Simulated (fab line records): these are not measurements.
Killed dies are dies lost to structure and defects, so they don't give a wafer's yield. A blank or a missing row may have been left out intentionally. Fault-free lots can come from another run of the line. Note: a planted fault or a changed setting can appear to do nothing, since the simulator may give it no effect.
What tool caused it? ; flow berkeley cmos170 ; 14 lots, 42 wafers sampled, at 4 steps of a route of 331

WHAT THE GAUGES SHOWED, per wafer
UCB170_SACOX_THK_MEAS_02. Usual: SACOX_OXIDE_THK 14.45 nm, standard deviation 0.28.
lot;measured;on;SACOX_OXIDE_THK (nm);flag
L864;day 5 01:18;film metro-03;14.25 14.56 14.56;
L865;day 5 04:04;film metro-02;14.51 14.55 14.60;
L868;day 5 10:56;film metro-02;14.56 14.52 14.68;
L869;day 5 10:56;film metro-04;14.43 14.31 14.52;
L867;day 5 10:59;film metro-04;14.90 14.74 14.83;
L870;day 6 00:16;film metro-02;14.11 14.14 14.28;
L872;day 6 16:23;film metro-03;14.71 14.36 14.76;
L875;day 6 23:31;film metro-03;14.27 14.42 14.66;
L873;day 6 23:31;film metro-02;14.20 14.30 14.52;
L878;day 7 20:28;film metro-03;13.87 13.91 14.26;
L880;day 8 12:43;film metro-03;14.47 14.50 14.53;
L881;day 8 18:23;film metro-04;14.22 13.95 14.16;
L885;day 9 15:52;film metro-02;14.26 14.23 14.37;
L887;day 9 23:42;film metro-03;14.72 14.51 14.56;

UCB170_NVT_TW_MEAS_09. Usual: NVT_TW 526.1, standard deviation 2.2.
lot;measured;on;NVT_TW;flag
L864;day 5 10:28;film metro-04;526.9 523.3 522.5;
L865;day 5 13:56;film metro-03;523.8 523.6 527.4;
L868;day 5 20:32;film metro-04;520.1 524.6 523.4;
L869;day 5 20:55;film metro-03;524.2 526.5 523.7;
L867;day 5 20:25;film metro-01;527.0 525.9 524.2;
L870;day 6 13:25;film metro-04;530.5 523.6 524.6;
L872;day 7 00:37;film metro-04;526.8 524.0 524.2;
L875;day 7 09:05;film metro-04;527.2 525.7 528.8;
L873;day 7 08:32;film metro-03;531.5 528.1 526.4;
L878;day 8 07:19;film metro-04;524.1 527.6 523.2;
L880;day 8 20:45;film metro-01;529.2 524.6 527.3;
L881;day 9 05:41;film metro-03;527.1 529.2 529.3;
L885;day 10 07:35;film metro-03;525.7 525.6 525.7;
L887;day 10 13:12;film metro-01;527.1 523.3 525.0;

UCB170_GATE_THK_MEAS_05. Usual: GATE_POLY_THK 215.7 nm, standard deviation 2.2.
lot;measured;on;GATE_POLY_THK (nm);flag
L864;day 5 21:14;film metro-04;216.4 216.9 215.5;
L865;day 5 23:49;film metro-03;214.0 213.3 212.7;
L868;day 6 11:04;film metro-04;217.7 220.6 218.1;
L869;day 6 11:04;film metro-03;217.5 217.9 216.9;
L867;day 6 11:04;film metro-02;219.1 217.3 220.2;
L870;day 7 04:08;film metro-04;215.4 215.1 217.1;
L872;day 7 10:47;film metro-04;212.3 210.7 212.6;
L875;day 7 22:38;film metro-03;217.2 217.3 217.3;
L873;day 7 22:37;film metro-02;217.6 218.0 216.8;
L878;day 8 20:40;film metro-03;217.7 214.2 214.4;
L880;day 9 09:05;film metro-02;216.7 216.8 217.4;
L881;day 9 17:31;film metro-02;214.3 215.7 217.0;
L885;day 10 22:25;film metro-04;213.3 215.7 214.1;
L887;day 11 04:24;film metro-02;218.5 220.5 215.8;

TOOL THAT RAN EACH LOT (tool first, then ch and the chambers of the sampled wafers, then the start)
lot;UCB170_PVT_IMPLANT_07
L864;implanter-04 ch 0, day 5 11:38
L865;implanter-02 ch 0, day 5 15:37
L868;implanter-04 ch 0, day 5 22:26
L869;implanter-01 ch 0, day 5 22:44
L867;implanter-02 ch 0, day 5 22:17
L870;implanter-01 ch 0, day 6 15:14
L872;implanter-04 ch 0, day 7 02:10
L875;implanter-01 ch 0, day 7 11:50
L873;implanter-01 ch 0, day 7 11:08
L878;implanter-02 ch 0, day 8 08:39
L880;implanter-02 ch 0, day 8 22:01
L881;implanter-04 ch 0, day 9 06:49
L885;implanter-01 ch 0, day 10 08:50
L887;implanter-01 ch 0, day 10 16:07
- UCB170_PVT_IMPLANT_07

AS READ BY THE TOOLS THEMSELVES (means over the sampled wafers that have a number; for cases with no such wafer, the mark the record gives instead)
UCB170_PVT_IMPLANT_07. Usual: end station pressure torr 5.04e-06 Torr, standard deviation 2.6e-07; tilt deg 6.999 degrees, standard deviation 0.018.
lot;tool;end station pressure torr (Torr);tilt deg (degrees);flag
L864;implanter-04;5.21e-06;6.972;
L865;implanter-02;5.24e-06;7.020;
L868;implanter-04;5.35e-06;6.991;
L869;implanter-01;4.87e-06;7.008;
L867;implanter-02;4.83e-06;6.981;
L870;implanter-01;5.12e-06;7.005;
L872;implanter-04;5.07e-06;7.014;
L875;implanter-01;5.14e-06;7.956;OFF
L873;implanter-01;4.97e-06;7.934;OFF
L878;implanter-02;5.19e-06;6.976;
L880;implanter-02;5.25e-06;7.004;
L881;implanter-04;5.01e-06;7.009;
L885;implanter-01;4.84e-06;7.006;
L887;implanter-01;5.19e-06;6.996;

THE ANSWER, worked out from the rows above alone
Rule: lot off if the mean of its wafers having a number is beyond 3 standard deviations from the usual mean. A lot without any number at a reading at which 4 lots or more have one is off too. The other lots that the step has rows for count as sound. Order of review: gauges by route order, followed by the tools' own readings, for which a lot's mean as printed above is used. The first step at which some lot is off is used, and at that step the reading that is off furthest; a lot without a number counts as furthest.
Off, at UCB170_PVT_IMPLANT_07 on tilt deg: L875, L873.
A tool fits if, at that step or a process step before it, it ran every lot that is off, and no sound lot after the first of them. No candidate that was tried fits.

WHAT HAD BEEN PUT IN BY THE SIMULATOR
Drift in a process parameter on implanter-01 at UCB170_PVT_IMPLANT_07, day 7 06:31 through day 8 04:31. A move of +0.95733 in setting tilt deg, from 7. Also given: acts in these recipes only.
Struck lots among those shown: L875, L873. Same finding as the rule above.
